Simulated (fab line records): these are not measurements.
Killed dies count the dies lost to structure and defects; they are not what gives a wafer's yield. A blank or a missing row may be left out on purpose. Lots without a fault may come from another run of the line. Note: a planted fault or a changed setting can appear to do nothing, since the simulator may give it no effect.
fab line records	flow ritCmos
record: lots: 5	wafers: 27
route steps=202 shown ACTIVE@11 GATE@84 CONTACT@168 M1@202
startH: hours from the record's opening day to when the first of the lot's shown wafers began	waitH: hours elapsed since this lot's preceding step	" as in the row above	L1.1+2: one row covering several wafers at once	- either no value or no given start	* or withheld: withheld	< > ~ a bound
route shown NAME@n: a module of which the file shows steps, and the number in the route of the first	usual: mean/standard deviation of fault-free wafers	same: alike in all rows	chamber/n: place in a boat	sites: readings site by site	_std_site: the standard deviation of these	_edge_site: the outer-site mean with the inner-site mean subtracted	radiusMm: for every site, how far away it sits from the centre of the wafer	mask NAME#n: copy n	behind: the most recent tool/chamber to have shaped the wafer	hold: cause of the lot's hold/its duration in hours/its outcome	device: names the non-switching transistor (n, p or np)	end of line: tests of these same wafers at the route's end	a step with no rows: only its recipe	killed: the dies lost at the first sort to structure and to defects; this is not the yield of the wafer	map: per-die view of a wafer (x killed, . not killed, _ where there is no die)
set.NAME: the setting that was run; set.NAME@STEP: the one run at that earlier step	model.NAME: the simulator's own value behind a step, which no gauge read
lots run with intentionally changed settings; tables by step, rows by wafer
== steps ==
step: RIT_ACTIVE_DEVELOP_10
recipe: resist: NOVOLAK	developTimeS: 50	devTempC: 23
lot.wafer	tool	chamber	startH	waitH	set.developTimeS
L076.1+4+5	lithoTrack-03	0	-	-	23.69
L076.2+3+6	"	0	"	"	50
L078.1+2+5	lithoTrack-01	0	-	-	67.19
L078.3+4+6	"	0	"	"	50
L079.1+2+3+4+5+6	lithoTrack-03	0	-	-	50
L080.1+4+5	lithoTrack-04	0	-	-	73.33
L080.2+3+6	"	0	"	"	50
L085.1+3+4	lithoTrack-04	0	-	-	50
step: RIT_ACTIVE_CD_MEAS_11
recipe: targetCdNm: 1400
usual: cdNm: 1399.9/1.9
lot.wafer	tool	chamber	startH	waitH	set.developTimeS@ACTIVE_DEVELOP_10	cdNm
L076.1	cdSem-01	-	25.27	-	23.69	1483.0
L076.2	"	-	"	"	50	1398.3
L076.3	"	-	"	"	50	1398.9
L076.4	"	-	"	"	23.69	1482.6
L076.5	"	-	"	"	23.69	1482.2
L076.6	"	-	"	"	50	1398.2
L078.1	cdSem-02	-	34.56	-	67.19	1372.3
L078.2	"	-	"	"	67.19	1372.1
L078.3	"	-	"	"	50	1399.3
L078.4	"	-	"	"	50	1399.5
L078.5	"	-	"	"	67.19	1372.7
L078.6	"	-	"	"	50	1401.8
L079.1	cdSem-01	-	39.73	-	50	1403.9
L079.2	"	-	"	"	50	1403.3
L079.3	"	-	"	"	50	1402.9
L079.4	"	-	"	"	50	1401.5
L079.5	"	-	"	"	50	1403.3
L079.6	"	-	"	"	50	1401.3
L080.1	cdSem-01	-	44.44	-	73.33	1363.9
L080.2	"	-	"	"	50	1399.4
L080.3	"	-	"	"	50	1399.0
L080.4	"	-	"	"	73.33	1363.8
L080.5	"	-	"	"	73.33	1364.2
L080.6	"	-	"	"	50	1399.4
L085.1	cdSem-01	-	69.44	-	50	1399.5
L085.3	"	-	"	"	50	1397.8
L085.4	"	-	"	"	50	1400.1
step: RIT_ACTIVE_HARDBAKE_12
recipe: resist: NOVOLAK	tempC: 140	timeS: 60
step: RIT_ACTIVE_ETCH_13
recipe: stopOn: SiO2	chemistry: SF6	target: Si3N4	timeS: 210	overEtchFrac: 0.4	SF6_flow_sccm: 200	pressureMtorr: 260	rfW: 125	targetDepthA: 2100
lot.wafer	tool	chamber	startH	waitH	set.developTimeS@ACTIVE_DEVELOP_10	model.ACTIVE.cdNm
L076.1	rieDiel-01	3	25.54	0.1	23.69	1483
L076.2+3+6	"	0,2,2	"	"	50	1398
L076.4+5	"	1	"	"	23.69	1482
L078.1+2+5	rieDiel-03	3,1,3	34.83	0.1	67.19	1372
L078.3+4	"	0,1	"	"	50	1399
L078.6	"	0	"	"	50	1402
L079.1	rieDiel-03	2	40.02	0.1	50	1404
L079.2+3+5	"	1,0,1	"	"	50	1403
L079.4	"	3	"	"	50	1401
L079.6	"	2	"	"	50	1402
L080.1+4+5	rieDiel-04	3,2,3	44.71	0.1	73.33	1364
L080.2+6	"	1,0	"	"	50	1400
L080.3	"	0	"	"	50	1399
L085.1+4	rieDiel-04	1,2	69.71	0.1	50	1400
L085.3	"	0	"	"	50	1398
step: RIT_ACTIVE_STRIP_14
recipe: chemistry: O2	timeS: 180	resist: NOVOLAK	platenTempC: withheld	powerW: 500	pressureMtorr: 4000	o2FlowSccm: 4000
step: RIT_ACTIVE_CD_MEAS_90
recipe: targetCdNm: 1400
usual: cdNm: 1399.9/1.9
lot.wafer	tool	chamber	startH	waitH	set.developTimeS@ACTIVE_DEVELOP_10	cdNm
L076.1	cdSem-02	-	25.85	0.1	23.69	1482.4
L076.2	"	-	"	"	50	1398.7
L076.3	"	-	"	"	50	1398.0
L076.4	"	-	"	"	23.69	1482.6
L076.5	"	-	"	"	23.69	1482.1
L076.6	"	-	"	"	50	1397.8
L078.1	cdSem-02	-	35.14	0.1	67.19	1372.4
L078.2	"	-	"	"	67.19	1372.2
L078.3	"	-	"	"	50	1399.5
L078.4	"	-	"	"	50	1399.6
L078.5	"	-	"	"	67.19	1371.9
L078.6	"	-	"	"	50	1401.3
L079.1	cdSem-02	-	40.33	0.1	50	1404.6
L079.2	"	-	"	"	50	1403.1
L079.3	"	-	"	"	50	1402.9
L079.4	"	-	"	"	50	1401.1
L079.5	"	-	"	"	50	1403.7
L079.6	"	-	"	"	50	1401.6
L080.1	cdSem-02	-	45.02	0.1	73.33	1363.9
L080.2	"	-	"	"	50	1399.8
L080.3	"	-	"	"	50	1399.2
L080.4	"	-	"	"	73.33	1364.0
L080.5	"	-	"	"	73.33	1363.8
L080.6	"	-	"	"	50	1399.6
L085.1	cdSem-02	-	70.02	0.1	50	1399.5
L085.3	"	-	"	"	50	1397.8
L085.4	"	-	"	"	50	1400.1
step: RIT_GATE_CVD_08
recipe: material: poly-Si	targetThkNm: 250	tempC: 610	precursor: SiH4	timeS: 2220	pressureMtorr: 300	sih4FlowSccm: 100
lot.wafer	tool	chamber	startH	waitH	set.timeS	model.poly-Si_of_GATE_CVD_08.thkNm
L076.1	-	-	-	0.7	2590	294.8
L076.2	"	-	"	"	2590	290.8
L076.3	"	-	"	"	2590	291.3
L076.4	"	-	"	"	2590	293
L076.5	"	-	"	"	2590	291.7
L076.6	"	-	"	"	2590	292.9
L078.1	-	-	-	0.6	1763	200.8
L078.2	"	-	"	"	1763	199.8
L078.3	"	-	"	"	1763	200.3
L078.4	"	-	"	"	1763	199.6
L078.5	"	-	"	"	1763	199.9
L078.6	"	-	"	"	1763	200
L079.1	-	-	-	0.1	3186	359.5
L079.2	"	-	"	"	3186	355.9
L079.3	"	-	"	"	3186	356
L079.4+6	"	-	"	"	3186	355.2
L079.5	"	-	"	"	3186	358.7
L080.1	-	-	-	0.1	1775	204.1
L080.2	"	-	"	"	1775	200
L080.3	"	-	"	"	1775	202
L080.4	"	-	"	"	1775	204.4
L080.5	"	-	"	"	1775	201.1
L080.6	"	-	"	"	1775	201.3
L085.1	lpcvd-01	0	88.35	0.1	2220	252.7
L085.3	"	0	"	"	2220	252.2
L085.4	"	0	"	"	2220	253.4
step: RIT_GATE_THK_MEAS_09
recipe: reads: poly-Si_of_GATE_CVD_08
usual: GATE_POLY_THK: 250.6/2.1
lot.wafer	tool	chamber	startH	waitH	set.timeS@GATE_CVD_08	GATE_POLY_THK[nm]
L076.1	filmMetro-03	-	-	-	2590	295.0
L076.2	"	-	"	"	2590	290.8
L076.3	"	-	"	"	2590	291.3
L076.4	"	-	"	"	2590	293.2
L076.5	"	-	"	"	2590	291.8
L076.6	"	-	"	"	2590	293.0
L078.1	filmMetro-02	-	-	-	1763	200.8
L078.2	"	-	"	"	1763	199.8
L078.3	"	-	"	"	1763	200.3
L078.4	"	-	"	"	1763	199.6
L078.5	"	-	"	"	1763	200.1
L078.6	"	-	"	"	1763	200.1
L079.1	filmMetro-02	-	-	-	3186	359.4
L079.2	"	-	"	"	3186	355.8
L079.3	"	-	"	"	3186	356.0
L079.4	"	-	"	"	3186	354.9
L079.5	"	-	"	"	3186	358.4
L079.6	"	-	"	"	3186	355.3
L080.1	filmMetro-01	-	-	-	1775	204.0
L080.2	"	-	"	"	1775	199.8
L080.3	"	-	"	"	1775	202.1
L080.4	"	-	"	"	1775	204.5
L080.5	"	-	"	"	1775	200.9
L080.6	"	-	"	"	1775	201.2
L085.1	filmMetro-02	-	89.97	0.0	2220	252.5
L085.3	"	-	"	"	2220	252.2
L085.4	"	-	"	"	2220	253.2
step: RIT_GATE_HMDS_10
recipe: primeTimeS: 60	primeTempC: 140
step: RIT_GATE_COAT_11
recipe: resist: NOVOLAK	spinRpm: 4250	resistThkNm: 850
step: RIT_GATE_HARDBAKE_18
recipe: resist: NOVOLAK	tempC: 140	timeS: 60
step: RIT_GATE_ETCH_19
recipe: chemistry: SF6/CHF3/O2	timeS: 165	SF6_flow_sccm: 30	CHF3_flow_sccm: 30	O2_flow_sccm: 5	target: poly-Si	pressureMtorr: 40	rfW: 160	targetDepthA: 3125	overEtchFrac: 0.25	stopOn: SiO2
usual: oesProductAu: 0.861/0.014
lot.wafer	tool	chamber	startH	waitH	set.timeS@GATE_CVD_08	oesProductAu	model.etch.depthNm	model.GATE.featureDepthNm
L076.1	rieSi-01	3	47.74	0.1	2590	0.978	294.8	294.8
L076.2	"	1	"	"	2590	0.972	290.8	290.8
L076.3	"	0	"	"	2590	0.946	291.3	291.3
L076.4	"	0	"	"	2590	0.956	293	293
L076.5	"	1	"	"	2590	0.963	291.7	291.7
L076.6	"	3	"	"	2590	0.978	292.9	292.9
L078.1	rieSi-02	2	58.33	0.1	1763	0.732	200.8	200.8
L078.2	"	1	"	"	1763	0.737	199.8	199.8
L078.3	"	3	"	"	1763	0.757	200.3	200.3
L078.4	"	0	"	"	1763	0.724	199.6	199.6
L078.5	"	0	"	"	1763	0.734	199.9	199.9
L078.6	"	3	"	"	1763	0.765	200	200
L079.1	rieSi-02	0	61.66	0.1	3186	1.025	322.3	322.3
L079.2	"	1	"	"	3186	1.019	318	318
L079.3	"	2	"	"	3186	0.965	297.7	297.7
L079.4	"	3	"	"	3186	1.046	316.4	316.4
L079.5	"	0	"	"	3186	1.025	324.4	324.4
L079.6	"	3	"	"	3186	1.048	315.7	315.7
L080.1	rieSi-02	1	67.25	0.1	1775	0.742	204.1	204.1
L080.2	"	2	"	"	1775	0.726	200	200
L080.3	"	3	"	"	1775	0.753	202	202
L080.4	"	0	"	"	1775	0.734	204.4	204.4
L080.5	"	1	"	"	1775	0.740	201.1	201.1
L080.6	"	0	"	"	1775	0.727	201.3	201.3
L085.1	rieSi-01	2	91.19	0.1	2220	0.856	252.7	252.6
L085.3	"	0	"	"	2220	0.857	252.2	252.2
L085.4	"	3	"	"	2220	0.874	253.4	253.4
step: RIT_CONTACT_CVD_00
recipe: material: SiO2	targetThkNm: 400	precursor: TEOS	tempC: 390	timeS: 61	rfW: 400
lot.wafer	tool	chamber	startH	waitH	set.timeS	model.SiO2_of_CONTACT_CVD_00.thkNm
L076.1	pecvd-04	1	61.30	0.1	61	400
L076.2	"	0	"	"	61	396.2
L076.3	"	2	"	"	61	393.2
L076.4	"	2	"	"	39.75	261
L076.5	"	0	"	"	39.75	259.3
L076.6	"	1	"	"	39.75	260.5
L078.1	pecvd-03	1	72.16	0.1	40.28	262.8
L078.2	"	0	"	"	61	396.2
L078.3	"	2	"	"	40.28	256.5
L078.4	"	0	"	"	40.28	264.1
L078.5	"	2	"	"	61	400.6
L078.6	"	1	"	"	61	405.5
L079.1	pecvd-04	1	74.82	0.1	76.54	502
L079.2	"	0	"	"	61	399
L079.3	"	2	"	"	76.54	501.3
L079.4	"	2	"	"	61	409.2
L079.5	"	1	"	"	61	404.6
L079.6	"	0	"	"	76.54	507.8
L080.1	pecvd-01	0	80.67	0.1	61	390.4
L080.2	"	1	"	"	75.11	480.3
L080.3	"	2	"	"	61	397.5
L080.4	"	2	"	"	75.11	496.7
L080.5	"	0	"	"	61	394.6
L080.6	"	1	"	"	75.11	483.1
L085.1	pecvd-04	2	106.13	0.1	61	398.1
L085.3	"	0	"	"	61	396.3
L085.4	"	1	"	"	61	411.9
step: RIT_CONTACT_THK_MEAS_01
recipe: reads: SiO2_of_CONTACT_CVD_00
usual: CONTACT_TEOS_THK: 399/5.9
lot.wafer	tool	chamber	startH	waitH	set.timeS@CONTACT_CVD_00	CONTACT_TEOS_THK[nm]
L076.1	filmMetro-03	-	61.35	0.0	61	400
L076.2	"	-	"	"	61	397
L076.3	"	-	"	"	61	393
L076.4	"	-	"	"	39.75	261
L076.5	"	-	"	"	39.75	259
L076.6	"	-	"	"	39.75	261
L078.1	filmMetro-02	-	72.21	0.0	40.28	263
L078.2	"	-	"	"	61	396
L078.3	"	-	"	"	40.28	256
L078.4	"	-	"	"	40.28	264
L078.5	"	-	"	"	61	401
L078.6	"	-	"	"	61	406
L079.1	filmMetro-03	-	74.87	0.0	76.54	502
L079.2	"	-	"	"	61	399
L079.3	"	-	"	"	76.54	501
L079.4	"	-	"	"	61	409
L079.5	"	-	"	"	61	405
L079.6	"	-	"	"	76.54	508
L080.1	filmMetro-03	-	80.73	0.0	61	390
L080.2	"	-	"	"	75.11	480
L080.3	"	-	"	"	61	397
L080.4	"	-	"	"	75.11	497
L080.5	"	-	"	"	61	395
L080.6	"	-	"	"	75.11	483
L085.1	filmMetro-02	-	106.18	0.0	61	398
L085.3	"	-	"	"	61	396
L085.4	"	-	"	"	61	412
step: RIT_CONTACT_HMDS_02
recipe: primeTimeS: 60	primeTempC: 140
step: RIT_CONTACT_COAT_03
recipe: resist: NOVOLAK	spinRpm: 3250	resistThkNm: 1000
step: RIT_CONTACT_HARDBAKE_10
recipe: resist: NOVOLAK	tempC: 140	timeS: 60
step: RIT_CONTACT_ETCH_11
recipe: targetDepthA: 4800	overEtchFrac: 0.2	stopOn: TiSi2	chemistry: CHF3/CF4/Ar	target: SiO2	CHF3_flow_sccm: 50	cf4FlowSccm: 10	Ar_flow_sccm: 100	O2_flow_sccm: 5	pressureMtorr: 100	rfW: 200	timeS: 320
lot.wafer	tool	chamber	startH	waitH	set.timeS@CONTACT_CVD_00	model.etch.depthNm	model.CONTACT.featureDepthNm
L076.1	rieDiel-03	2	62.68	0.1	61	400	400
L076.2	"	3	"	"	61	396.2	396.2
L076.3	"	0	"	"	61	393.2	393.2
L076.4	"	1	"	"	39.75	261	261
L076.5	"	2	"	"	39.75	259.3	259.3
L076.6	"	1	"	"	39.75	260.5	260.5
L078.1	rieDiel-01	0	73.54	0.1	40.28	262.8	262.8
L078.2	"	3	"	"	61	396.2	396.2
L078.3	"	1	"	"	40.28	256.5	256.5
L078.4	"	2	"	"	40.28	264.1	264.1
L078.5	"	2	"	"	61	400.6	400.6
L078.6	"	1	"	"	61	405.5	405.5
L079.1	rieDiel-02	1	76.40	0.1	76.54	483.1	483.1
L079.2	"	3	"	"	61	399	399
L079.3	"	2	"	"	76.54	462.8	462.8
L079.4	"	1	"	"	61	409.2	409.2
L079.5	"	3	"	"	61	404.6	404.7
L079.6	"	2	"	"	76.54	464.1	464.1
L080.1	rieDiel-02	1	82.24	0.1	61	390.4	390.4
L080.2	"	2	"	"	75.11	469.1	469.1
L080.3	"	3	"	"	61	397.5	397.5
L080.4	"	3	"	"	75.11	461.5	461.5
L080.5	"	2	"	"	61	394.6	394.6
L080.6	"	1	"	"	75.11	483	483
L085.1	rieDiel-03	3	107.80	0.1	61	398.1	398.1
L085.3	"	2	"	"	61	396.3	396.3
L085.4	"	1	"	"	61	411.9	411.9
step: RIT_M1_PROBE_99
lot.wafer	tool	chamber	startH	waitH	set.developTimeS@ACTIVE_DEVELOP_10	set.timeS@GATE_CVD_08	model.etest.nmosTurned.driveUaUm	model.etest.pmosTurned.rOnOhmUm	model.etest.pplusSal.widthNm
L076.1	prober-02	-	68.50	0.1	23.69	2590	255.5	3934	3532
L076.2	prober-02	-	68.55	0.1	50	2590	253.6	4055	3440
L076.3	prober-02	-	68.60	0.2	50	2590	259.9	3824	3431
L076.4	prober-02	-	68.65	0.2	23.69	2590	264.9	3805	3556
L076.5	prober-02	-	68.70	0.2	23.69	2590	258	3898	3510
L076.6	prober-02	-	68.75	0.2	50	2590	246.9	4070	3450
L078.1	prober-02	-	78.58	0.1	67.19	1763	391.8	3148	3404
L078.2	prober-02	-	78.63	0.1	67.19	1763	391.7	3198	3415
L078.3	prober-02	-	78.68	0.2	50	1763	394	3236	3459
L078.4	prober-02	-	78.73	0.2	50	1763	390.5	3215	3458
L078.5	prober-02	-	78.78	0.2	67.19	1763	389	3167	3398
L078.6	prober-02	-	78.83	0.2	50	1763	392.8	3181	3440
L079.1+3+6	prober-01	-	81.39	0.1	50	3186	-	-	-
L079.2	prober-01	-	81.44	0.1	50	3186	-	-	3355
L079.4	prober-01	-	81.54	0.2	50	3186	-	-	3362
L079.5	prober-01	-	81.59	0.2	50	3186	-	-	3361
L080.1	prober-02	-	87.09	0.1	73.33	1775	428.4	3001	3423
L080.2	prober-02	-	87.14	0.1	50	1775	-	-	-
L080.3	prober-02	-	87.19	0.2	50	1775	421.2	3070	3440
L080.4	prober-02	-	87.24	0.2	73.33	1775	-	-	-
L080.5	prober-02	-	87.29	0.2	73.33	1775	427.7	3044	3418
L085.1	prober-01	-	113.90	0.1	50	2220	344.9	3322	3454
L085.3	prober-01	-	114.00	0.2	50	2220	330	3522	3447
L085.4	prober-01	-	114.05	0.2	50	2220	342.4	3396	3464
killed by level:class
L085.1 GATE:geometricParticle:open=3 REOX:geometricParticle:open=2 FOX1:geometricParticle:open=1 SILICIDE:geometricParticle:open=1
L085.3 ACTIVE:geometricParticle:short=1 FOX1:geometricParticle:short=1 FOX1:geometricParticle:open=1 SPACER:geometricParticle:short=1 SILICIDE:geometricParticle:short=1 SILICIDE:geometricParticle:open=1
L085.4 REOX:geometricParticle:open=2 FOX1:geometricParticle:open=1 GATE:geometricParticle:open=1 REOX:geometricParticle:short=1 SPACER:geometricParticle:short=1 SILICIDE:geometricParticle:open=1
== key ==
split: step: RIT_ACTIVE_DEVELOP_10	setting: developTimeS	stated: 50	by: wafer
response: step: RIT_ACTIVE_CD_MEAS_11	reading: cdNm	change: -1.15	per: 1%	r: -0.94
response: step: RIT_ACTIVE_ETCH_13	reading: model.ACTIVE.cdNm	change: -1.15	per: 1%	r: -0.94
response: step: RIT_ACTIVE_CD_MEAS_90	reading: cdNm	change: -1.15	per: 1%	r: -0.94
response: step: RIT_M1_PROBE_99	reading: model.etest.pplusSal.widthNm	change: -1.4	per: 1%	r: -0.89
split: step: RIT_GATE_CVD_08	setting: timeS	stated: 2220	by: lot
response: step: RIT_GATE_CVD_08	reading: model.poly-Si_of_GATE_CVD_08.thkNm	change: +2.44	per: 1%	r: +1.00
response: step: RIT_GATE_THK_MEAS_09	reading: GATE_POLY_THK	change: +2.44	per: 1%	r: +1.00
response: step: RIT_GATE_ETCH_19	reading: oesProductAu	change: +0.00466	per: 1%	r: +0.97
response: step: RIT_GATE_ETCH_19	reading: model.etch.depthNm	change: +1.89	per: 1%	r: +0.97
response: step: RIT_GATE_ETCH_19	reading: model.GATE.featureDepthNm	change: +1.89	per: 1%	r: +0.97
response: step: RIT_M1_PROBE_99	reading: model.etest.pmosTurned.rOnOhmUm	change: +20.8	per: 1%	r: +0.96
response: step: RIT_M1_PROBE_99	reading: model.etest.nmosTurned.driveUaUm	change: -3.9	per: 1%	r: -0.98
split: step: RIT_CONTACT_CVD_00	setting: timeS	stated: 61	by: wafer
response: step: RIT_CONTACT_CVD_00	reading: model.SiO2_of_CONTACT_CVD_00.thkNm	change: +3.99	per: 1%	r: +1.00
response: step: RIT_CONTACT_THK_MEAS_01	reading: CONTACT_TEOS_THK	change: +3.99	per: 1%	r: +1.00
response: step: RIT_CONTACT_ETCH_11	reading: model.etch.depthNm	change: +3.65	per: 1%	r: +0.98
response: step: RIT_CONTACT_ETCH_11	reading: model.CONTACT.featureDepthNm	change: +3.65	per: 1%	r: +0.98
